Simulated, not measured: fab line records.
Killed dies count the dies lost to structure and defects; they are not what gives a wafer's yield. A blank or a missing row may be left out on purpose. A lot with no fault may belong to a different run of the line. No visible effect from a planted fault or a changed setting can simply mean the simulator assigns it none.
A struck lot beside a sound one || flow rit_cmos || 14 steps out of a route of 202
Sound: the wafers L245.4, L245.5, L245.6. Wafers struck: L246.2, L246.3, L246.6. At the end, the cause is stated.
At each step with rows: each side's tool, then ch and its chambers, then its first start. Under that, the readings that differ: sound wafers || struck wafers || difference of the means || sigmas: that difference in standard deviations of wafers without a fault.
alike: readings whose means differ by less than 2 such deviations, and words and numbers that are the same on both sides. not compared: withheld readings, readings that some wafer has no value for, bounds like >300 that may hide the same value, and numbers for which the record gives no deviation and whose values overlap.
The two part at a step that has a row with sigmas, a row that says differs or no value, or rows on one side only. Numbers that have no deviation but don't overlap get no sigmas and don't part them. A reading missing from all wafers of one side parts the sides only when that side holds two or more wafers.

RIT_GATE_STRIP_20: strips in O2, time 180 s.
  sound on plasma_asher-03 ch 0,1, day 3 23:59; struck on plasma_asher-01 ch 0,1, day 4 05:50
  alike: drypump_motor_current_A
  not compared: rf_hours_counter_h
RIT_GATE_CD_MEAS_90 targets a cd of 150 nm.
  sound: cd_sem-02 at day 4 00:10; struck: cd_sem-02 at day 4 06:02
  alike: cd_nm
then, 4 steps without rows for these wafers: RIT_REOX_CLEAN_00 (cleans in SC1, time 600 s); RIT_REOX_CLEAN_01 (cleans in dHF, time 30 s); RIT_REOX_CLEAN_02 (cleans in SC2, time 600 s); RIT_REOX_OXIDATION_03 (target thk 25.2 nm, ox time 5580 s).
RIT_REOX_THK_MEAS_04:
  sound: film_metro-02 at day 4 03:10; struck: film_metro-03 at day 4 09:05
  alike: REOX_OXIDE_THK
then, 5 steps without rows for these wafers: RIT_NLDD_HMDS_00 (prime time 60 s); RIT_NLDD_COAT_01 (resist thk 1000 nm); RIT_NLDD_SOFTBAKE_02 (time 60 s); RIT_NLDD_EXPOSE_03 (exposes mask M7, target cd 40700 nm); RIT_NLDD_PEB_04.
RIT_NLDD_DEVELOP_05: develop time 50 s.
  struck on litho_track-04, day 4 09:00; sound on litho_track-01 ch 0, day 4 03:00
  no value came back on the struck wafers for chill_plate_temp_C (C), develop_time_s (s); on the sound wafers chill_plate_temp_C (C) reads 23.10 23.16 23.08
RIT_NLDD_OVL_MEAS_06:
  sound: overlay-02 at day 4 04:04; struck: overlay-01 at day 4 09:59
{"reading": "NLDD_OVL (nm)", "sound": "-0.3 -0.1 -0.6", "struck": "- - -", "difference": "no value on the struck wafers", "sigmas": ""}

## WHERE THEY PART
First at RIT_NLDD_DEVELOP_05; last, within this record, at RIT_NLDD_OVL_MEAS_06.

WHY: the cause the simulator had injected
Beginning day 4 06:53, the whole step at RIT_NLDD_DEVELOP_05 was skipped on litho_track-04. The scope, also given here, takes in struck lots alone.
